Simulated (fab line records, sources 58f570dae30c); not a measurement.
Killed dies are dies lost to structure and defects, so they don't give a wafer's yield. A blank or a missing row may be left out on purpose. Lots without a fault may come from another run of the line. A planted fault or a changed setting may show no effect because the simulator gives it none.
One fault seen from 2 desks | flow berkeley_cmos170 | each desk has only its own numbers; what lay behind them comes last

THE TOOL OWNER'S DESK: krf_scanner-02
The tool's own readings at UCB170_CONTACT_EXPOSE_12 (exposes mask CONT, target cd 700 nm): means of the sampled wafers that have a number, for each lot that ran on this tool. A lot is out of limits, marked OUT, if its mean lies more than 4 standard deviations from the usual mean; the brackets give that distance.
Columns: A = stage_vel_mm_s at UCB170_CONTACT_EXPOSE_12, usual 499.94 mm/s
lot  | first seen here | A
L339 | day 7 09:22     | 499.88
L340 | day 7 11:05     | 500.18
L343 | day 7 21:48     | 499.76
L346 | day 9 02:58     | 499.83
L350 | day 9 21:31     | 499.89
L351 | day 10 01:46    | 500.11
L353 | day 10 09:29    | 499.90
L355 | day 11 08:13    | 500.05
This desk's finding: nothing out of limits on any of the 8 lots.

THE METROLOGY DESK
What the gauges read, lot by lot, whatever tool the lot ran on: means of the sampled wafers that have a number. A lot is out of limits, marked OUT, if its mean lies more than 4 standard deviations from the usual mean; the brackets give that distance.
Columns: A = FIELD_OXIDE_LEFT_1_THK at UCB170_FIELD_THK_MEAS_90, usual 441 nm; B = PLDD_TW at UCB170_PLDD_TW_MEAS_11, usual 1007; C = PSD_TW at UCB170_PSD_TW_MEAS_10, usual 2326; D = CONTACT_OVL at UCB170_CONTACT_OVL_MEAS_16, usual 2 nm
lot  | first seen here | A   | B    | C    | D
L339 | day 5 00:58     | 436 | 996  | 2297 | 3
L340 | day 5 18:29     | 440 | 1014 | 2338 | 8
L341 | day 5 18:29     | 429 | 1019 | 2345 | 6
L343 | day 6 01:42     | 441 | 997  | 2339 | -1
L344 | day 6 13:29     | 439 | 996  | 2334 | 2
L345 | day 6 13:29     | 423 | 1012 | 2333 | 2
L346 | day 6 17:10     | 449 | 1012 | 2331 | -5
L347 | day 6 17:10     | 452 | 1015 | 2298 | 0
L348 | day 7 00:27     | 439 | 1012 | 2303 | 6
L350 | day 7 19:41     | 439 | 995  | 2300 | 135 (+28) OUT
L351 | day 7 19:42     | 459 | 1016 | 2299 | 132 (+27) OUT
L353 | day 8 10:37     | 447 | 1018 | 2352 | 131 (+27) OUT
L355 | day 8 23:35     | 445 | 1021 | 2358 | 137 (+28) OUT
L356 | day 8 23:35     | 435 | 1022 | 2291 | 3
L358 | day 9 07:41     | 440 | 995  | 2347 | 1
L359 | day 9 15:16     | 456 | 1023 | 2347 | 1
This desk's finding: out of limits on L350, L351, L353, L355; first on L350, day 9 22:01 (CONTACT_OVL at UCB170_CONTACT_OVL_MEAS_16). In limits: L339, L340, L341, L343, L344, L345, L346, L347, L348, L356, L358, L359.

PUT TOGETHER
The metrology desk could have raised an alarm at day 9 22:01, on L350, L351, L353, L355.
The tool owner's desk saw nothing out of limits.
The tool owner's desk has L350, L351, L353, L355 on record, within its limits.
Of the lots named, all ran UCB170_CONTACT_EXPOSE_12 on krf_scanner-02.

WHAT THE SIMULATOR HAD PUT IN
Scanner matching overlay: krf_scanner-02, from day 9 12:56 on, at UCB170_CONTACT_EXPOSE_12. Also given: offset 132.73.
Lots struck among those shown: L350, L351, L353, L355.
Hours from the fault's start to each desk's first reading out of limits: the metrology desk, 9.
